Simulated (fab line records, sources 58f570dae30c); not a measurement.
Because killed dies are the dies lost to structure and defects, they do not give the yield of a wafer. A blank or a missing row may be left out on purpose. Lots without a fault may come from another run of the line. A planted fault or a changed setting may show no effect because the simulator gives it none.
A sampling plan put to the test | flow berkeley-cmos170 | one fab line, 34 faults that these records tell of, each judged on the records of the lots that it struck
The plan consists of the line's own looks: route steps at which the wafer is read by a gauge or an inspection but not changed. A look is open to judgement when struck wafers have a number at it and the file gives its usual mean and standard deviation on fault-free wafers. Caught: 4 or more of those standard deviations (sigma) separate the usual mean from the mean of the struck wafers at a look after the fault's first step. On the tool: the test repeated on the tool's own readings taken at the fault's steps. If the struck wafers alone have a blank record, or they carry another recipe, that too counts as caught.

## THE FAULTS, as the simulator had put them in
1. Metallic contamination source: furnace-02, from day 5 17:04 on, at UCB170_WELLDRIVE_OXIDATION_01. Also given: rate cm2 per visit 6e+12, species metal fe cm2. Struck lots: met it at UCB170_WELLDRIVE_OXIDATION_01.
2. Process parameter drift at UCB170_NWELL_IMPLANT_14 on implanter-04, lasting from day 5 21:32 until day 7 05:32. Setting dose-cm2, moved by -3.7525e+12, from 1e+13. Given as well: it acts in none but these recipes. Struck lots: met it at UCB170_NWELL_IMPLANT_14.
3. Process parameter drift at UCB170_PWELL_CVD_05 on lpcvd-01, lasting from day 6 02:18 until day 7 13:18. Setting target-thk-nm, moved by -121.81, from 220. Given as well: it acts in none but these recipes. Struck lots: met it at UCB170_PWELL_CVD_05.
4. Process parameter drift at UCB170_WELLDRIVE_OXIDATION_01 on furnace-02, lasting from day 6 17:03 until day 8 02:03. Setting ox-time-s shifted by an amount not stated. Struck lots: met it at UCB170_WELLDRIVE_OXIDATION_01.
5. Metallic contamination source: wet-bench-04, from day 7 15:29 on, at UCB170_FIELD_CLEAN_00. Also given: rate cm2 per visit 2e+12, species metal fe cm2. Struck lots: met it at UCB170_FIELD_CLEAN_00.
6. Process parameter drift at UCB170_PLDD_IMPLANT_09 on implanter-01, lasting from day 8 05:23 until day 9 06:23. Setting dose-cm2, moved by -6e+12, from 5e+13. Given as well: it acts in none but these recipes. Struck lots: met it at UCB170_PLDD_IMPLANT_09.
7. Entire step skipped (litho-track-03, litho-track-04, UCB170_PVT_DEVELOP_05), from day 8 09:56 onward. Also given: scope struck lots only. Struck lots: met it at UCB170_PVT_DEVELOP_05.
8. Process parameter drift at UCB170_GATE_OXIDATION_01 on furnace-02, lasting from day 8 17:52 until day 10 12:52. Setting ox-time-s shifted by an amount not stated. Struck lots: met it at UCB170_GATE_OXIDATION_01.
9. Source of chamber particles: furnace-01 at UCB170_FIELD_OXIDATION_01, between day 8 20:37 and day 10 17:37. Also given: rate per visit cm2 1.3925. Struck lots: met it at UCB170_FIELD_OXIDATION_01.
10. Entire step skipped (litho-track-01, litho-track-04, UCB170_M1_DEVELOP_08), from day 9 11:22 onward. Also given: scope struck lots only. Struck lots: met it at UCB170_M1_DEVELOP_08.
11. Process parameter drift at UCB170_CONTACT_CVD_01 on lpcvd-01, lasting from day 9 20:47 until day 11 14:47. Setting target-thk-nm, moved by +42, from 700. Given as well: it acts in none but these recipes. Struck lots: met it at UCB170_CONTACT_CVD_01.
12. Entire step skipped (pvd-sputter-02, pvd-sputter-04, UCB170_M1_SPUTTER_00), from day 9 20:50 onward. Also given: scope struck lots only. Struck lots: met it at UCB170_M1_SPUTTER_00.
13. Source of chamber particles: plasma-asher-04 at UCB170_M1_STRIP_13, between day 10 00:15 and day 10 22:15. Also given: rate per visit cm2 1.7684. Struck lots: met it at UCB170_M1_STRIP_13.
14. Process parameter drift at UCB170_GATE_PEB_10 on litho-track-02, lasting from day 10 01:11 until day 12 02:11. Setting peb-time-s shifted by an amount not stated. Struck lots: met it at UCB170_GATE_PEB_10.
15. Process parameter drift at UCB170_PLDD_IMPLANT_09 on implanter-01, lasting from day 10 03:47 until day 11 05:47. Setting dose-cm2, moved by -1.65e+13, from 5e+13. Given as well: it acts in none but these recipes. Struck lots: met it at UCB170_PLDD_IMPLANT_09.
16. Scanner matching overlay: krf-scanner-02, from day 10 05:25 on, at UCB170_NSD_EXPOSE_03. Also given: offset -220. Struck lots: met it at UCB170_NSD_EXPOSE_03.
17. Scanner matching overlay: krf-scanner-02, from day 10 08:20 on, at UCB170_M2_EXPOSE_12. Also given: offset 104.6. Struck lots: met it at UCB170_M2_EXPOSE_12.
18. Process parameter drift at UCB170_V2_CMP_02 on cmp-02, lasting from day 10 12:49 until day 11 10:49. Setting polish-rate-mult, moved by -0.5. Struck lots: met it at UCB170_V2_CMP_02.
19. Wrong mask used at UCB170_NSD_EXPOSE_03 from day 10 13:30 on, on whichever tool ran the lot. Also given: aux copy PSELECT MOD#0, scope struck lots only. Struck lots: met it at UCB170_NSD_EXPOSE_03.
20. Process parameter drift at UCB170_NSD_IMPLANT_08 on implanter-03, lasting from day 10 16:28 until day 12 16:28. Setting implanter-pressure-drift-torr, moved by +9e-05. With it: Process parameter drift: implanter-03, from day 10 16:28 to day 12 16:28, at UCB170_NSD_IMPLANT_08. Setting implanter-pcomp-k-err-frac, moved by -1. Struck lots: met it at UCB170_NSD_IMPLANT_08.
21. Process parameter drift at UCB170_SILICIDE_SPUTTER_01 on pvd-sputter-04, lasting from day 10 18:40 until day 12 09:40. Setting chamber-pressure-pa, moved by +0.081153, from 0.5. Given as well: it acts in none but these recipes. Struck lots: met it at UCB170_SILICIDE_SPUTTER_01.
22. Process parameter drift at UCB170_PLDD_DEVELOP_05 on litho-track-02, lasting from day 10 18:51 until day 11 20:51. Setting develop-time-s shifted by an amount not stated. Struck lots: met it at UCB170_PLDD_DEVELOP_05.
23. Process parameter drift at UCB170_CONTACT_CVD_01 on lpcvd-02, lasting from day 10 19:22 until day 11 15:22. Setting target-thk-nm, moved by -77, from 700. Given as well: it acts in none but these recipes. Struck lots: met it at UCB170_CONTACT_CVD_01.
24. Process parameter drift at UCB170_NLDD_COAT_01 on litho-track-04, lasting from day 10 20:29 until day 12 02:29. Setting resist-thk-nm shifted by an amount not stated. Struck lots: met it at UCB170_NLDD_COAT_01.
25. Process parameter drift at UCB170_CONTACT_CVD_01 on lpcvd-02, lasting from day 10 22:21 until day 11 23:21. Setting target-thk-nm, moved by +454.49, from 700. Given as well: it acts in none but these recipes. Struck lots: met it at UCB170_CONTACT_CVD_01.
26. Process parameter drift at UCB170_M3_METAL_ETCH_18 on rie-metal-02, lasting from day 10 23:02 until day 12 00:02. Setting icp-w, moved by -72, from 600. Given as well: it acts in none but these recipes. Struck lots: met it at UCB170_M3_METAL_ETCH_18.
27. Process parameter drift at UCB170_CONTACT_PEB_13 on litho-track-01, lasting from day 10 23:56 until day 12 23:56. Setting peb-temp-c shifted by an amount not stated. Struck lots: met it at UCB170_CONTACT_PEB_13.
28. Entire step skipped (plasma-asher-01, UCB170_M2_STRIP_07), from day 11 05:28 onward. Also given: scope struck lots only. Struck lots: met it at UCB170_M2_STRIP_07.
29. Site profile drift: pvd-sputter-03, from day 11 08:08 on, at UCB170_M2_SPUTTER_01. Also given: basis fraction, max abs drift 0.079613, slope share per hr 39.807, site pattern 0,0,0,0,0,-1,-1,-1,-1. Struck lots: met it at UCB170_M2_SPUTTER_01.
30. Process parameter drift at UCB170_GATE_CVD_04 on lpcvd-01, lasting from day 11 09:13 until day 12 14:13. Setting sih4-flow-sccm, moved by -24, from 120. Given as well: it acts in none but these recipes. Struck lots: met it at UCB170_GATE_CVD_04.
31. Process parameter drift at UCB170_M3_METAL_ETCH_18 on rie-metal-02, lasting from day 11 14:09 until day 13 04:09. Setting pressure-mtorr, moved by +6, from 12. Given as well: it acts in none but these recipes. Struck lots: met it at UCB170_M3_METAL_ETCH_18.
32. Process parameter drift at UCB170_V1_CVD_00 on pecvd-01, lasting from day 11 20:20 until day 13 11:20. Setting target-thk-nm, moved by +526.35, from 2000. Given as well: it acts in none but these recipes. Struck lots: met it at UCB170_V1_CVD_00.
33. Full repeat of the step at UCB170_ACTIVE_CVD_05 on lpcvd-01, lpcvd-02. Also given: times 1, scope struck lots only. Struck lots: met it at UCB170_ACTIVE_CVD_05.
34. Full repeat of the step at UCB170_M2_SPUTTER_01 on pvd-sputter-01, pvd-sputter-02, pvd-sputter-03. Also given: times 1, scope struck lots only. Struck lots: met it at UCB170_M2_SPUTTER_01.

## WHAT THE PLAN SAW
fault | on the tool itself                               | first look that catches it                      | reading, sigma                                                | median hours from its first step to that look | hours from the fault's start to the first struck lot there | judged looks passed uncaught
1     | under 2 sigma                                    | none of the 7 looks that can be judged after it | -                                                             | -                                             | -                                                          | 7
2     | dose-ions-cm2 -99 or beyond sigma                | UCB170_NWELL_TW_MEAS_16                         | NWELL_TW -14                                                  | 0.2                                           | 4                                                          | 0
3     | under 2 sigma                                    | UCB170_PWELL_THK_MEAS_06                        | PWELL_NITRIDE_THK -76                                         | 1.9                                           | 8                                                          | 0
4     | under 2 sigma                                    | UCB170_WELLDRIVE_THK_MEAS_02                    | WELLDRIVE_OXIDE_THK +8.9                                      | 3.5                                           | 22                                                         | 0
5     | no reading that can be judged                    | none of the 6 looks that can be judged after it | -                                                             | -                                             | -                                                          | 6
6     | dose-ions-cm2 -95 sigma                          | UCB170_SDANNEAL_RS_MEAS_04                      | PLDD_RS +21                                                   | 15.0                                          | 23                                                         | 0
7     | no reading that can be judged                    | no look after it can be judged                  | -                                                             | -                                             | -                                                          | 0
8     | under 2 sigma                                    | UCB170_GATE_THK_MEAS_02                         | GATE_OXIDE_THK -6.6                                           | 1.5                                           | 6                                                          | 0
9     | under 2 sigma                                    | no look after it can be judged                  | -                                                             | -                                             | -                                                          | 0
10    | no reading that can be judged                    | no look after it can be judged                  | -                                                             | -                                             | -                                                          | 0
11    | under 2 sigma                                    | UCB170_CONTACT_THK_MEAS_02                      | CONTACT_PSG_THK +7.5                                          | 1.8                                           | 6                                                          | 0
12    | the tool's record is blank for the struck wafers | no look after it can be judged                  | -                                                             | -                                             | -                                                          | 0
13    | under 2 sigma                                    | none of the 9 looks that can be judged after it | -                                                             | -                                             | -                                                          | 9
14    | under 2 sigma                                    | UCB170_GATE_CD_MEAS_12                          | cd-nm -5.6                                                    | 0.3                                           | 3                                                          | 0
15    | dose-ions-cm2 -99 or beyond sigma                | UCB170_PLDD_TW_MEAS_11                          | PLDD_TW -6.5                                                  | 0.2                                           | 3                                                          | 0
16    | no reading that can be judged                    | UCB170_NSD_OVL_MEAS_07                          | NSD_OVL -47                                                   | 0.5                                           | 9                                                          | 0
17    | no reading that can be judged                    | UCB170_M2_OVL_MEAS_16                           | M2_OVL +19                                                    | 0.5                                           | 8                                                          | 0
18    | under 2 sigma                                    | UCB170_V2_THK_MEAS_04                           | V2_POLISHED_THK +99 or beyond                                 | 0.4                                           | 5                                                          | 0
19    | under 2 sigma                                    | UCB170_NSD_TW_MEAS_10                           | NSD_TW -89                                                    | 0.9                                           | 1                                                          | 0
20    | end-station-pressure-torr +99 or beyond sigma    | UCB170_SDANNEAL_RS_MEAS_03                      | NSD_RS -47                                                    | 2.6                                           | 5                                                          | 1
21    | chamber-pressure-pa +86 sigma                    | none of the 2 looks that can be judged after it | strongest: SILICIDE_TI_RS at UCB170_SILICIDE_RS_MEAS_02, +3.6 | -                                             | -                                                          | 2
22    | no reading that can be judged                    | UCB170_PLDD_TW_MEAS_11                          | PLDD_TW -99 or beyond                                         | 0.9                                           | 13                                                         | 0
23    | under 2 sigma                                    | UCB170_CONTACT_THK_MEAS_02                      | CONTACT_PSG_THK -12                                           | 1.8                                           | 4                                                          | 0
24    | under 2 sigma                                    | no look after it can be judged                  | -                                                             | -                                             | -                                                          | 0
25    | under 2 sigma                                    | UCB170_CONTACT_THK_MEAS_02                      | CONTACT_PSG_THK +72                                           | 1.8                                           | 1                                                          | 0
26    | rf-fwd-power-W -40 sigma                         | no look after it can be judged                  | -                                                             | -                                             | -                                                          | 0
27    | heater-power-total-W -29 sigma                   | UCB170_CONTACT_CD_MEAS_15                       | cd-nm -11                                                     | 0.4                                           | 5                                                          | 0
28    | no reading that can be judged                    | no look after it can be judged                  | -                                                             | -                                             | -                                                          | 0
29    | under 2 sigma                                    | UCB170_M2_RS_MEAS_02                            | M2_AL_RS +4.7                                                 | 0.1                                           | 3                                                          | 0
30    | sih4-flow-sccm -66 sigma                         | UCB170_GATE_THK_MEAS_05                         | GATE_POLY_THK -27                                             | 1.4                                           | 9                                                          | 0
31    | chamber-pressure-mTorr +99 or beyond sigma       | no look after it can be judged                  | -                                                             | -                                             | -                                                          | 0
32    | under 2 sigma                                    | UCB170_V1_THK_MEAS_01                           | V1_TEOS_THK +22                                               | 0.1                                           | 11                                                         | 0
33    | under 2 sigma                                    | UCB170_ACTIVE_THK_MEAS_06                       | ACTIVE_NITRIDE_THK +99 or beyond                              | 4.0                                           | -                                                          | 0
34    | under 2 sigma                                    | UCB170_M2_RS_MEAS_02                            | M2_AL_RS -57                                                  | 0.3                                           | -                                                          | 0
A dash: this means the fault isn't caught or the number doesn't appear in these records.

Caught at a look: 22 of 34. Caught on the tool: 10 of 34. By one or the other: 26 of 34.
Caught on the tool alone: faults 12, 21, 26, 31.
Caught at a look alone: faults 3, 4, 8, 11, 14, 16, 17, 18, 19, 22, 23, 25, 29, 32, 33, 34.
Caught by neither: faults 1, 5, 7, 9, 10, 13, 24, 28.

## THINNER SAMPLING
If the look that catches a fault measured only every second or every third lot, by lot number, the first struck lot would be measured this late in the worst case:
fault | struck lots at that look, in order of time | every lot | every second lot | every third lot
2     | L702, L704                                 | 4 h       | may miss all 2   | may miss all 2
3     | L334, L335, L336                           | 8 h       | 8 h              | 8 h
4     | L200, L199                                 | 22 h      | 22 h             | may miss all 2
6     | L859, L860                                 | 23 h      | 23 h             | may miss all 2
8     | L328, L329, L327                           | 6 h       | 6 h              | 6 h
11    | L718, L719                                 | 6 h       | 8 h              | may miss all 2
14    | L279, L282                                 | 3 h       | 28 h             | may miss all 2
15    | L476, L480                                 | 3 h       | may miss all 2   | may miss all 2
16    | L124, L127, L128                           | 9 h       | 14 h             | may miss all 3
17    | L353, L354                                 | 8 h       | 10 h             | may miss all 2
18    | L204, L203, L205                           | 5 h       | 6 h              | 7 h
19    | L665                                       | 1 h       | may miss it      | may miss it
20    | L939, L942                                 | 5 h       | 29 h             | may miss all 2
22    | L385, L387                                 | 13 h      | may miss all 2   | may miss all 2
23    | L355, L359                                 | 4 h       | may miss all 2   | may miss all 2
25    | L639, L643                                 | 1 h       | may miss all 2   | may miss all 2
27    | L344, L348                                 | 5 h       | may miss all 2   | may miss all 2
29    | L475, L478                                 | 3 h       | 27 h             | may miss all 2
30    | L487, L488                                 | 9 h       | 9 h              | may miss all 2
32    | L937, L938                                 | 11 h      | 27 h             | may miss all 2
Hours count from the start of the fault until the first struck lot that is measured. Since the struck wafers were tested as one group against 4 sigma, a single lot by itself may lie under the limit. Other struck lots may not be in these records.

## THE LONGEST TIMED WAY FROM STEP TO LOOK
In fault 6, a median of 15.0 hours elapses between UCB170_PLDD_IMPLANT_09 and UCB170_SDANNEAL_RS_MEAS_04. No look between them can be judged.
